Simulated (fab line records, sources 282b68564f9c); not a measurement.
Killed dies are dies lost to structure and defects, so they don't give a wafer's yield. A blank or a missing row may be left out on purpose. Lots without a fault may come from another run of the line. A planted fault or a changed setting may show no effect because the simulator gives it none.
Tool commonality check | flow rit_cmos | 13 lots, 39 wafers sampled

WHY IT WAS OPENED
At RIT_SPACER_THK_MEAS_04 the reading SPACER_NITRIDE_THK is flagged on 1 of 13 lots. Wafers without a fault read 251.7 nm, standard deviation 1.9.
Rule: a lot is flagged when every wafer of it that has a number lies more than 4 standard deviations from that mean, or none has a number. The other lots count as sound.

lot  | measured    | on            | SPACER_NITRIDE_THK (nm), wafer by wafer | flag
L891 | day 3 05:35 | film_metro-02 | 251.1 250.3 252.4                       |
L892 | day 3 11:14 | film_metro-03 | 252.3 252.5 253.9                       |
L895 | day 4 02:32 | film_metro-03 | 254.8 254.6 255.2                       |
L896 | day 4 05:07 | film_metro-02 | 248.4 250.0 249.1                       |
L897 | day 4 09:25 | film_metro-02 | 248.5 249.0 249.3                       |
L898 | day 4 14:18 | film_metro-03 | 250.3 251.6 251.7                       |
L900 | day 5 02:43 | film_metro-02 | 250.4 249.2 250.7                       |
L904 | day 5 18:04 | film_metro-02 | 252.2 253.1 250.6                       |
L907 | day 6 12:16 | film_metro-01 | 251.0 251.2 248.2                       |
L908 | day 6 12:58 | film_metro-03 | 252.4 251.0 252.5                       |
L909 | day 6 20:48 | film_metro-03 | 250.5 252.5 251.4                       |
L910 | day 7 03:38 | film_metro-02 | 238.2 236.6 237.1                       | FLAGGED
L914 | day 7 22:13 | film_metro-01 | 249.6 248.6 250.4                       |
The numbers of the flagged lots are 237.3 nm on average: -14.4 nm against the usual, or -8 standard deviations.

WHICH TOOL RAN EACH LOT
The record holds 2 process steps before the reading, out of a route of 202 steps. In each cell: the tool, then ch and the chambers that the sampled wafers went through, then the start.
lot  | flag    | RIT_NRETRO_STRIP_09                 | RIT_SPACER_CVD_03
L891 |         | plasma_asher-01 ch 0,1, day 2 09:19 | lpcvd-01 ch 0, day 3 03:38
L892 |         | plasma_asher-02 ch 0,1, day 2 16:19 | lpcvd-01 ch 0, day 3 09:19
L895 |         | plasma_asher-04 ch 0,1, day 3 05:35 | lpcvd-01 ch 0, day 4 00:38
L896 |         | plasma_asher-01 ch 0,1, day 3 10:49 | lpcvd-01 ch 1, day 4 03:11
L897 |         | plasma_asher-04 ch 0,1, day 3 15:58 | lpcvd-02 ch 0, day 4 07:29
L898 |         | plasma_asher-04 ch 0,1, day 3 18:10 | lpcvd-02 ch 1, day 4 12:23
L900 |         | plasma_asher-01 ch 0,1, day 4 06:39 | lpcvd-01 ch 0, day 5 00:47
L904 |         | plasma_asher-04 ch 0,1, day 5 00:44 | lpcvd-02 ch 0, day 5 16:09
L907 |         | plasma_asher-04 ch 0,1, day 5 17:33 | lpcvd-01 ch 0, day 6 09:23
L908 |         | plasma_asher-04 ch 0,1, day 5 20:12 | lpcvd-02 ch 0, day 6 11:04
L909 |         | plasma_asher-04 ch 0,1, day 6 02:38 | lpcvd-01 ch 0, day 6 18:52
L910 | FLAGGED | plasma_asher-01 ch 0,1, day 6 07:55 | lpcvd-02 ch 0, day 7 01:43
L914 |         | plasma_asher-04 ch 0,1, day 7 03:29 | lpcvd-01 ch 1, day 7 20:17
What these steps do:
- RIT_NRETRO_STRIP_09: strips in O2, time 180 s.
- RIT_SPACER_CVD_03: deposits Si3N4 from SiH2Cl2/NH3, target thk 250 nm, time 3300 s.
- RIT_SPACER_THK_MEAS_04

FLAGGED OVER TOTAL, TOOL BY TOOL (the gauges that took the reading come last)
step                   | tool            | lots run | flagged | share of the flagged lots | sound lots run after its first flagged lot
RIT_NRETRO_STRIP_09    | plasma_asher-01 | 4        | 1       | all                       | 0
RIT_NRETRO_STRIP_09    | plasma_asher-02 | 1        | 0       | none                      | -
RIT_NRETRO_STRIP_09    | plasma_asher-04 | 8        | 0       | none                      | -
RIT_SPACER_CVD_03      | lpcvd-01        | 8        | 0       | none                      | -
RIT_SPACER_CVD_03      | lpcvd-02        | 5        | 1       | all                       | 0
RIT_SPACER_THK_MEAS_04 | film_metro-01   | 2        | 0       | none                      | -
RIT_SPACER_THK_MEAS_04 | film_metro-02   | 6        | 1       | all                       | 0
RIT_SPACER_THK_MEAS_04 | film_metro-03   | 5        | 0       | none                      | -

WHAT THE TABLE ALLOWS
3 rows of the table ran every flagged lot: plasma_asher-01 at RIT_NRETRO_STRIP_09, lpcvd-02 at RIT_SPACER_CVD_03, film_metro-02 at RIT_SPACER_THK_MEAS_04.
- plasma_asher-01 at RIT_NRETRO_STRIP_09: 1 of its 4 lots flagged. Its last sound lot is L900 (day 4 06:39), its first flagged lot L910 (day 6 07:55): a fault that began between those two fits.
- lpcvd-02 at RIT_SPACER_CVD_03: 1 of its 5 lots flagged. Its last sound lot is L908 (day 6 11:04), its first flagged lot L910 (day 7 01:43): a fault that began between those two fits. Its own readings lie more than 4 standard deviations out on every wafer of the flagged lots: pressure_mtorr.
- film_metro-02 at RIT_SPACER_THK_MEAS_04: 1 of its 6 lots flagged. Its last sound lot is L904 (day 5 18:04), its first flagged lot L910 (day 7 03:38): a fault that began between those two fits.
Counting lots can't tell these 3 tools apart, because each fits a fault that began at some hour. More lots, or a look at what each step does to the wafer, might.

WHAT THE SIMULATOR HAD PUT IN
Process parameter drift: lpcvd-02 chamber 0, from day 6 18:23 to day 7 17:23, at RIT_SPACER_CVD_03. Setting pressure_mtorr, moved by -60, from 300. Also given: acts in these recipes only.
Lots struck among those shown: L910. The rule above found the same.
